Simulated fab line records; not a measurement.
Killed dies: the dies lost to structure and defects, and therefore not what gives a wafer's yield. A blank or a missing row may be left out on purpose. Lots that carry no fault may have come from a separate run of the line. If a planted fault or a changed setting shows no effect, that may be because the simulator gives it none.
One fault seen from 2 desks ; flow berkeley cmos170 ; every desk sees just its own numbers, and what lay behind them comes last

THE METROLOGY DESK
Means of the sampled wafers that have a number, per lot and without regard to the tool the lot ran on: this is what the gauges read. Any lot whose mean is over 4 standard deviations away from the usual mean is out of limits and marked OUT; that distance is given in the brackets.
Columns: A = V2_TEOS_THK at UCB170_V2_THK_MEAS_01, usual 1999 nm; B = cd nm at UCB170_V2_CD_MEAS_12, usual 699.9 nm
lot;first seen here;A;B
L851;day 7 21:16;2023;700.1
L850;day 7 21:26;2003;699.6
L855;day 8 05:54;2018;702.0
L854;day 8 06:52;2009;699.1
L853;day 8 06:55;1974;700.1
L852;day 8 07:14;1989;699.0
L863;day 10 15:38;2364 (+13) OUT;701.2
L865;day 10 22:10;2794 (+27) OUT;699.0
L866;day 10 22:17;1987;696.1
L867;day 11 02:21;2023;700.0
L868;day 11 02:53;1982;699.4
L872;day 12 06:50;1979;702.2
L873;day 12 07:34;1994;697.6
Per this desk, out of limits: L863, L865; the first was L863, day 10 15:38 (V2_TEOS_THK at UCB170_V2_THK_MEAS_01). Within limits: L851, L850, L855, L854, L853, L852, L866, L867, L868, L872, L873.

TOOL OWNER'S DESK, pecvd-02
The tool's own readings at UCB170_V2_CVD_00 (deposits SiO2 from TEOS/O2, target thk 2000 nm, time 250 s): means of the sampled wafers that have a number, for each lot that ran on this tool. Any lot whose mean is over 4 standard deviations away from the usual mean is out of limits and marked OUT; that distance is given in the brackets.
Columns: A = heater power w at UCB170_V2_CVD_00, usual 232 W; B = run length s at UCB170_V2_CVD_00, usual 278.3 s
lot;first seen here;A;B
L851;day 7 21:10;241;278.2
L854;day 8 06:42;217;278.3
L863;day 10 15:28;217;325.7 (+99 or more) OUT
L865;day 10 22:00;203;372.8 (+99 or more) OUT
This desk finds L863, L865 out of limits, L863 being first, at day 10 15:28 (run length s at UCB170_V2_CVD_00). Within limits: L851, L854.

ALL TOGETHER
At day 10 15:28, on L863, L865, the tool owner's desk was in a position to raise an alarm.
Metrology desk: alarm possible at day 10 15:38 on L863, L865.
All the named lots went through UCB170_V2_CVD_00 on pecvd-02.

WHAT HAD BEEN PUT IN BY THE SIMULATOR
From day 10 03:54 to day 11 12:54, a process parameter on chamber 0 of pecvd-02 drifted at UCB170_V2_CVD_00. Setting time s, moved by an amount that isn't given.
Struck lots among those shown: L863, L865.
Counting hours from when the fault started, the first reading out of limits came at 12 for the tool owner's desk and at 12 for the metrology desk.
